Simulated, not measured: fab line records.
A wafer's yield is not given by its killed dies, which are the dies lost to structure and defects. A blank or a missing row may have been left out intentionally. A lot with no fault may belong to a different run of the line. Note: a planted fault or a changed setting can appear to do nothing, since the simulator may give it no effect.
Split-lot experiment -- flow berkeleyCmos170 -- route with 331 steps; 5 lots, 23 wafers read

## ABOUT THE SPLIT
At UCB170_NVT_COAT_01 (resist thk 900 nm), the setting resistThkNm was moved away from the recipe's 900 nm on 5 of the 23 wafers read, by -2.5% to +1.8%. This setting was run at the recipe's value on the other wafers.

The reading comes from the split's own step.

## THE READING
KrF_of_NVT_COAT_01.thkNm (the simulator's own value, which no gauge read), in nm, at UCB170_NVT_COAT_01 (resist thk 900 nm). The file gives no usual value for it. Here, 18 wafers ran the recipe; their average is 900.8 nm with a standard deviation of 2.5 nm.

wafer,"tool, chamber at the split","resistThkNm as run, nm",against the recipe,"KrF_of_NVT_COAT_01.thkNm, nm",against lot-mates on the recipe
L075.1,"lithoTrack-02, 0",900,recipe,900.2,-
L075.3,"lithoTrack-02, 0",900,recipe,903.1,-
L075.4,"lithoTrack-02, 0",900,recipe,900.5,-
L077.1,"lithoTrack-04, 0",900,recipe,898,-
L077.2,"lithoTrack-04, 0",877.9,-2.5%,876.9,-22.0
L077.4,"lithoTrack-04, 0",900,recipe,898.8,-
L077.5,"lithoTrack-04, 0",877.9,-2.5%,876.8,-22.1
L077.6,"lithoTrack-04, 0",900,recipe,900,-
L078.1,"lithoTrack-02, 0",900,recipe,899.5,-
L078.2,"lithoTrack-02, 0",900,recipe,901.9,-
L078.4,"lithoTrack-02, 0",900,recipe,903.8,-
L078.5,"lithoTrack-02, 0",900,recipe,900.2,-
L078.6,"lithoTrack-02, 0",900,recipe,902.4,-
L082.1,"lithoTrack-02, 0",900,recipe,897.1,-
L082.2,"lithoTrack-02, 0",916.2,+1.8%,912.2,+16.0
L082.4,"lithoTrack-02, 0",900,recipe,895.3,-
L082.5,"lithoTrack-02, 0",916.2,+1.8%,911.4,+15.2
L082.6,"lithoTrack-02, 0",916.2,+1.8%,914.8,+18.6
L083.2,"lithoTrack-04, 0",900,recipe,901.2,-
L083.3,"lithoTrack-04, 0",900,recipe,901.7,-
L083.4,"lithoTrack-04, 0",900,recipe,901.1,-
L083.5,"lithoTrack-04, 0",900,recipe,905,-
L083.6,"lithoTrack-04, 0",900,recipe,905,-

THE FIT
A straight line over all 23 wafers: KrF_of_NVT_COAT_01.thkNm changes by +8.39 nm for each +1% of resistThkNm; r = +0.95; the points scatter about the line by 2.8 nm.
The same after taking each lot's own level away (the mean of its wafers on the recipe; 23 wafers): +9.09 nm for each +1%; r = +0.99; scatter 1.4 nm.
According to that fit, moving resistThkNm by its largest amount changes the reading by 22 nm.
Measured against the standard deviation above, the lots' own levels, which go from 896.20 to 902.80 nm, span 2.6 times it.
Hence the lot-to-lot level has little effect on the slope; both slopes agree.
Check: for one of the wafers moved furthest among these (-2.5%), held out of the fit, the line's prediction against its lot-mates is -22.4 nm. Against them it came out at -22 nm.

## OTHER SPLITS APPLIED TO THESE WAFERS
These wafers also went through other splits before the reading. Each is held against what the fit with the lots' levels taken away leaves over:
other split on the same wafers,wafers away from the commonest value,r with KrF_of_NVT_COAT_01.thkNm (lot level and that fit taken away)
UCB170_START_OXIDATION_02 tempC,15,+0.02
UCB170_NWELL_COAT_07 resistThkNm,11,+0.05
UCB170_NWELL_IMPLANT_14 doseCm2,2,+0.00
UCB170_ACTIVE_EXPOSE_10 doseMj,8,-0.04
UCB170_PFIELD_IMPLANT_07 doseCm2,8,+0.03
UCB170_FIELD_OXIDATION_01 oxTimeS,18,-0.02

## THE FILE'S OWN FIT
KrF_of_NVT_COAT_01.thkNm changes by +9.08 nm for each +1% of resistThkNm, r = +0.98.
